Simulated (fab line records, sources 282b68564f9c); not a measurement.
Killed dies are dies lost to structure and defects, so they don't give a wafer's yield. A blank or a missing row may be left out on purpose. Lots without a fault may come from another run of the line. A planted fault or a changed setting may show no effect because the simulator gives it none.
fab line records | flow rit_cmos
record lots=7 wafers=21 last_day=7
route steps=202 shown ACTIVE@1
lots that met no fault: from a run of the same line without faults
start_h: hours from the record's first day to the start of the lot's first wafer shown | wait_h: hours since the lot's step before | " the same as in the row above | L1.1+2: a row that stands for several wafers | - no value, or no start given | * or withheld: withheld | < > ~ a bound
route shown NAME@n: a module of which the file shows steps, and the number in the route of the first | usual: mean/standard deviation of fault-free wafers | same: alike in all rows | chamber/n: place in a boat | sites: the reading at each site | _std_site: their standard deviation | _edge_site: outer sites' mean less inner sites' | radius_mm: how far each site lies from the wafer's centre | mask NAME#n: copy n | behind: the tool/chamber that last shaped the wafer | hold: why the lot was held/for how many hours/how that ended | device: the transistor (n, p or np) that didn't switch | end of line: the same wafers' tests at the end of the route | a step without rows: its recipe alone | killed: dies lost to structure and defects at the first sort, not the wafer's yield | map: a wafer's dies, x killed, . not, _ none there
set.NAME: the setting as run; set.NAME@STEP: as run at that earlier step | model.NAME: the simulator's own value behind a step, which no gauge read
lots at some steps of the route; a table a step, a row a wafer
services: from which hour (start_h, from the record's first day; less than 0 if before it) a tool's chamber was out of use, for how many hours, and why
## steps
# step RIT_ACTIVE_BOW_MEAS_00
# recipe mode=bow
# usual INCOMING_BOW=0/5.9
# columns lot.wafer tool chamber start_h wait_h INCOMING_BOW[um]
L754.1 film_metro-03 - 10.00 - -9
L754.5 " - " " 5
L754.6 " - " " -2
L758.2 film_metro-03 - 30.02 - 7
L758.5 " - " " -3
L758.6 " - " " -6
L766.2 film_metro-02 - 70.02 - 5
L766.3 " - " " 3
L766.5 " - " " 5
L767.2 film_metro-01 - 75.02 - 8
L767.3 " - " " -3
L767.5 " - " " 2
L769.1 film_metro-03 - 85.00 - -5
L769.4 " - " " -8
L769.6 " - " " 3
L776.3 film_metro-02 - 120.04 - 2
L776.4 " - " " -6
L776.5 " - " " -4
L777.2 film_metro-03 - 125.02 - 1
L777.5 " - " " 5
L777.6 " - " " -6
# step RIT_ACTIVE_OXIDATION_01
# recipe temp_c=1000 ambient=O2 target_thk_a=468 ox_time_s=3209
# step RIT_ACTIVE_THK_MEAS_02
# recipe reads=SiO2_of_ACTIVE_OXIDATION_01
# usual ACTIVE_OXIDE_THK=45.4/0.76
# columns lot.wafer tool chamber start_h wait_h ACTIVE_OXIDE_THK[nm]
L754.1 film_metro-03 - 12.05 0.0 46.5
L754.5 " - " " 46.4
L754.6 " - " " 46.8
L758.2 film_metro-01 - 32.06 0.0 45.2
L758.5 " - " " 44.4
L758.6 " - " " 45.2
L766.2 film_metro-01 - 72.59 0.0 46.0
L766.3 " - " " 46.8
L766.5 " - " " 46.4
L767.2 film_metro-03 - 77.47 0.0 44.1
L767.3 " - " " 44.1
L767.5 " - " " 44.6
L769.1 film_metro-03 - 87.05 0.0 45.7
L769.4 " - " " 45.3
L769.6 " - " " 45.7
L776.3 film_metro-01 - 122.07 0.0 45.6
L776.4 " - " " 45.5
L776.5 " - " " 45.6
L777.2 film_metro-01 - 127.06 0.0 44.4
L777.5 " - " " 44.5
L777.6 " - " " 44.6
# step RIT_ACTIVE_CVD_03
# recipe material=Si3N4 target_thk_nm=150 temp_c=810 precursor=SiH2Cl2/NH3 time_s=1500 pressure_mtorr=300 sih2cl2_flow_sccm=60 nh3_flow_sccm=150
# columns lot.wafer tool chamber start_h wait_h model.Si3N4_of_ACTIVE_CVD_03.thk_nm
L754.1 lpcvd-02 1 12.11 0.1 150.6
L754.5 " 1 " " 151.7
L754.6 " 1 " " 150.1
L758.2 lpcvd-01 0 32.11 0.0 150.2
L758.5 " 0 " " 150.4
L758.6 " 0 " " 148.8
L766.2 lpcvd-01 0 72.64 0.0 214.5
L766.3 " 0 " " 214.7
L766.5 " 0 " " 213.9
L767.2 lpcvd-01 0 77.52 0.0 215.4
L767.3 " 0 " " 215.7
L767.5 " 0 " " 216.6
L769.1 lpcvd-01 0 87.11 0.1 213.9
L769.4 " 0 " " 213.5
L769.6 " 0 " " 214.7
L776.3 lpcvd-02 1 122.11 0.0 149.9
L776.4 " 1 " " 151
L776.5 " 1 " " 149.5
L777.2 lpcvd-02 0 127.61 0.5 152.1
L777.5 " 0 " " 151.1
L777.6 " 0 " " 150.4
# step RIT_ACTIVE_THK_MEAS_04
# recipe reads=Si3N4_of_ACTIVE_CVD_03
# usual ACTIVE_NITRIDE_THK=149.5/1.4
# columns lot.wafer tool chamber start_h wait_h ACTIVE_NITRIDE_THK[nm]
L754.1 film_metro-01 - 14.24 0.0 150.5
L754.5 " - " " 151.7
L754.6 " - " " 150.1
L758.2 film_metro-02 - 33.54 0.0 150.4
L758.5 " - " " 150.3
L758.6 " - " " 148.8
L766.2 film_metro-01 - 74.07 0.0 214.6
L766.3 " - " " 214.8
L766.5 " - " " 214.1
L767.2 film_metro-03 - 78.94 0.0 215.5
L767.3 " - " " 215.9
L767.5 " - " " 216.6
L769.1 film_metro-01 - 88.53 0.0 213.9
L769.4 " - " " 213.5
L769.6 " - " " 214.8
L776.3 film_metro-01 - 124.26 0.0 150.0
L776.4 " - " " 151.0
L776.5 " - " " 149.5
L777.2 film_metro-02 - 129.74 0.0 152.3
L777.5 " - " " 151.1
L777.6 " - " " 150.4
# step RIT_ACTIVE_HMDS_05
# recipe prime_time_s=60 prime_temp_c=140
# step RIT_ACTIVE_COAT_06
# recipe resist=NOVOLAK spin_rpm=3250 resist_thk_nm=1000
# step RIT_ACTIVE_SOFTBAKE_07
# recipe resist=NOVOLAK temp_c=90.56 time_s=60
# step RIT_ACTIVE_EXPOSE_08
# recipe mask_id=M1 na=0.6 source_shape=conventional sigma_outer=0.6 target_cd_nm=1400 dose_mj=225
# step RIT_ACTIVE_PEB_09
# recipe resist=NOVOLAK temp_c=withheld time_s=withheld
# step RIT_ACTIVE_DEVELOP_10
# recipe resist=NOVOLAK develop_time_s=50 dev_temp_c=23
# step RIT_ACTIVE_CD_MEAS_11
# recipe target_cd_nm=1400
# usual cd_nm=1400.1/1.7
# columns lot.wafer tool chamber start_h wait_h cd_nm
L754.1 cd_sem-01 - 15.15 - 1399.3
L754.5 " - " " 1398.7
L754.6 " - " " 1397.3
L758.2 cd_sem-02 - 34.58 - 1401.3
L758.5 " - " " 1401.1
L758.6 " - " " 1401.9
L766.2 cd_sem-01 - 74.99 - 1398.0
L766.3 " - " " 1399.3
L766.5 " - " " 1399.5
L767.2 cd_sem-02 - 79.99 - 1398.9
L767.3 " - " " 1399.9
L767.5 " - " " 1400.4
L769.1 cd_sem-02 - 89.44 - 1399.5
L769.4 " - " " 1399.4
L769.6 " - " " 1400.9
L776.3 cd_sem-02 - 125.39 - 1399.2
L776.4 " - " " 1397.7
L776.5 " - " " 1398.6
L777.2 cd_sem-02 - 130.80 - 1400.2
L777.5 " - " " 1401.1
L777.6 " - " " 1400.0
# step RIT_ACTIVE_HARDBAKE_12
# recipe resist=NOVOLAK temp_c=140 time_s=60
# step RIT_ACTIVE_ETCH_13
# recipe stop_on=SiO2 chemistry=SF6 target=Si3N4 time_s=210 over_etch_frac=0.4 SF6_flow_sccm=200 pressure_mtorr=260 rf_w=125 target_depth_a=2100
# usual drypump_motor_current_A=5.8/0.38 oes_product_au=0.818/0.014 throttle_valve_pct=7.51/0.13
# columns lot.wafer tool chamber start_h wait_h drypump_motor_current_A oes_product_au rf_hours_counter_h throttle_valve_pct model.etch.depth_nm model.ACTIVE.feature_depth_nm model.SiO2_of_ACTIVE_OXIDATION_01.thk_nm
L754.1 rie_diel-01 1 15.42 0.1 5.6 0.838 152 7.38 150.6 153.5 43.56
L754.5 " 1 " " 5.6 0.835 - 7.38 151.7 154.7 43.43
L754.6 " 0 " " 6.8 0.801 - 7.51 150.1 150.1 46.78
L758.2 rie_diel-01 0 34.83 0.1 6.8 0.810 168 7.51 150.2 150.2 45.21
L758.5 " 3 " " 5.6 0.826 - 7.48 150.4 152.3 42.47
L758.6 " 2 " " 6.0 0.806 - 7.57 148.8 149 45.07
L766.2 rie_diel-02 3 75.24 0.1 5.9 0.979 91 7.77 214.5 216.6 43.96
L766.3 " 2 " " 5.7 0.965 5 7.40 205.9 205.9 46.76
L766.5 " 3 " " 5.9 0.976 - 7.77 213.9 215.7 44.69
L767.2 rie_diel-01 2 80.24 0.1 6.0 0.986 95 7.55 210.9 210.9 44.18
L767.3 " 1 " " 5.6 1.033 153 7.39 215.7 216.9 42.9
L767.5 " 3 " " 5.6 1.010 - 7.49 212.7 212.7 44.63
L769.1 rie_diel-01 2 89.71 0.1 6.0 0.974 95 7.55 209.3 209.3 45.69
L769.4 " 2 " " 6.0 0.979 - 7.56 208.3 208.3 45.28
L769.6 " 3 " " 5.6 0.998 - 7.50 210.9 210.9 45.67
L776.3 rie_diel-01 3 125.70 0.1 5.6 0.827 150 7.49 149.9 151.8 43.69
L776.4 " 1 " " 5.6 0.835 154 7.38 151 153.9 42.68
L776.5 " 3 " " 5.6 0.816 - 7.48 149.5 151.4 43.79
L777.2 rie_diel-02 2 131.20 0.1 5.7 0.813 6 7.40 152.1 152.1 44.39
L777.5 " 1 " " 5.4 0.824 - 7.37 151.1 151.1 44.52
L777.6 " 0 " " 6.0 0.818 - 7.70 150.4 151.5 43.56
# step RIT_ACTIVE_STRIP_14
# recipe chemistry=O2 time_s=180 resist=NOVOLAK platen_temp_c=withheld power_w=500 pressure_mtorr=4000 o2_flow_sccm=4000
# usual drypump_motor_current_A=5.93/0.24
# columns lot.wafer tool chamber start_h wait_h drypump_motor_current_A rf_hours_counter_h
L754.1 plasma_asher-01 1 15.55 0.1 5.71 37
L754.5 " 1 " " 5.69 -
L754.6 " 0 " " 6.31 -
L758.2 plasma_asher-03 0 34.97 0.1 5.61 39
L758.5 " 0 " " 5.61 -
L758.6 " 1 " " 6.04 -
L766.2 plasma_asher-01 0 75.37 0.1 6.29 44
L766.3 " 0 " " 6.30 -
L766.5 " 1 " " 5.71 -
L767.2 plasma_asher-01 1 80.37 0.1 5.74 44
L767.3 " 0 " " 6.27 -
L767.5 " 1 " " 5.72 -
L769.1 plasma_asher-01 1 89.84 0.1 5.72 45
L769.4 " 0 " " 6.30 -
L769.6 " 0 " " 6.30 -
L776.3 plasma_asher-03 0 125.89 0.1 5.61 -
L776.4 " 1 " " 6.07 -
L776.5 " 0 " " 5.61 -
L777.2 plasma_asher-02 1 131.33 0.1 5.83 49
L777.5 " 1 " " 5.84 -
L777.6 " 0 " " 5.87 -
# step RIT_ACTIVE_CD_MEAS_90
# recipe target_cd_nm=1400
# usual cd_nm=1400.0/1.7
# columns lot.wafer tool chamber start_h wait_h cd_nm
L754.1 cd_sem-02 - 15.73 0.1 1398.8
L754.5 " - " " 1398.1
L754.6 " - " " 1397.7
L758.2 cd_sem-01 - 35.16 0.1 1401.4
L758.5 " - " " 1401.2
L758.6 " - " " 1401.9
L766.2 cd_sem-01 - 75.57 0.1 1398.4
L766.3 " - " " 1399.6
L766.5 " - " " 1398.8
L767.2 cd_sem-01 - 80.57 0.1 1398.7
L767.3 " - " " 1400.1
L767.5 " - " " 1400.5
L769.1 cd_sem-02 - 90.02 0.1 1400.1
L769.4 " - " " 1399.4
L769.6 " - " " 1401.6
L776.3 cd_sem-02 - 126.05 0.1 1399.2
L776.4 " - " " 1397.6
L776.5 " - " " 1398.5
L777.2 cd_sem-02 - 131.53 0.1 1400.5
L777.5 " - " " 1401.2
L777.6 " - " " 1399.4
# step RIT_ACTIVE_CLEAN_15
# recipe chemistry=SC1 mix=3:3:50 time_s=600 temp_c=75
# step RIT_ACTIVE_CLEAN_16
# recipe chemistry=dHF dilution=50:1 time_s=30
# columns lot.wafer tool chamber start_h wait_h model.Si3N4_of_ACTIVE_CVD_03.thk_nm
L754.1 wet_bench-03 3 16.02 0.0 149.7
L754.5 " 3 " " 150.9
L754.6 " 3 " " 149.3
L758.2 wet_bench-01 3 35.44 0.0 149.4
L758.5 " 3 " " 149.6
L758.6 " 3 " " 148
L766.2 wet_bench-01 3 75.84 0.0 213.7
L766.3 " 3 " " 213.8
L766.5 " 3 " " 213.1
L767.2 wet_bench-02 0 80.84 0.0 214.5
L767.3 " 0 " " 214.9
L767.5 " 0 " " 215.7
L769.1 wet_bench-01 1 90.33 0.0 213.1
L769.4 " 1 " " 212.6
L769.6 " 1 " " 213.9
L776.3 wet_bench-02 0 126.31 0.0 149.1
L776.4 " 0 " " 150.2
L776.5 " 0 " " 148.6
L777.2 wet_bench-01 3 131.80 0.0 151.3
L777.5 " 3 " " 150.3
L777.6 " 3 " " 149.6
# step RIT_ACTIVE_CLEAN_17
# recipe chemistry=SC2 mix=3:3:50 time_s=600 temp_c=75 dry=n2_spin
## services
# columns tool chamber start_h hours kind
rie_diel-01 0 -0.90 16.0 repair
lpcvd-02 - 14.24 6.0 pm
plasma_asher-02 - 14.94 0.9 repair
rie_diel-02 2 21.25 3.2 repair
lpcvd-02 - 30.45 2.8 pm
plasma_asher-03 - 37.01 14.6 pm
plasma_asher-01 - 46.03 5.1 repair
plasma_asher-02 - 51.44 2.8 pm
lpcvd-02 - 53.22 0.5 repair
rie_diel-01 0 53.63 - clean
rie_diel-01 0 53.63 18.6 scheduled_down
rie_diel-01 0 53.63 18.6 vent_cycle
rie_diel-02 0 73.39 13.9 repair
rie_diel-01 0 89.70 8.6 repair
plasma_asher-01 - 105.73 12.0 repair
plasma_asher-01 - 117.71 9.0 pm
plasma_asher-01 0 117.71 9.0 vent_cycle
plasma_asher-01 1 117.71 9.0 vent_cycle
plasma_asher-01 0 126.71 - clean
plasma_asher-01 1 126.71 - clean
rie_diel-01 1 130.41 - clean
rie_diel-01 1 130.41 15.5 scheduled_down
rie_diel-01 1 130.41 15.5 vent_cycle
## key
first_sign step=RIT_ACTIVE_THK_MEAS_04 reading=ACTIVE_NITRIDE_THK direction=up sigmas=48 usual=149.5 struck=214.8
effect step=RIT_ACTIVE_ETCH_13 reading=oes_product_au direction=up sigmas=12 usual=0.818 struck=0.989
model_effect step=RIT_ACTIVE_CVD_03 value=Si3N4_of_ACTIVE_CVD_03.thk_nm without=147.2 struck=214.8
model_effect step=RIT_ACTIVE_ETCH_13 value=etch.depth_nm without=147.2 struck=211.4
model_effect step=RIT_ACTIVE_CLEAN_16 value=Si3N4_of_ACTIVE_CVD_03.thk_nm without=146.3 struck=213.9
met_at RIT_ACTIVE_CVD_03
struck_wafers L766.2,L766.3,L766.5,L767.2,L767.3,L767.5,L769.1,L769.4,L769.6
later_rows_left_out L766.3,L767.2,L767.5,L769.1,L769.4,L769.6
sort_left_out L766.2,L766.3,L766.5,L767.2,L767.3,L767.5,L769.1,L769.4,L769.6
tester_left_out L766,L767,L769
onset_between 32.11 72.64
fault kind=process_parameter_drift tool=lpcvd-01 chamber=- onset_h=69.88 steps=RIT_ACTIVE_CVD_03 channel=target_thk_nm offset=67.61 shape=step end_h=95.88 acts_in=these_recipes_only stated=150
# tester_left_out: of these lots the tester's yield and bins aren't shown, on N5 and GAA mostly nor the transistor test; their killed dies are dies lost to structure and defects alone, not to doping, threshold or leakage, so they don't give the yield
# sort_left_out: the simulated sort isn't trusted on such a fault, so these wafers' sort isn't shown, and their yield isn't known
# later_rows_left_out: the simulator's readings of these wafers behind a module that went badly wrong aren't trusted and aren't shown, but for the sort
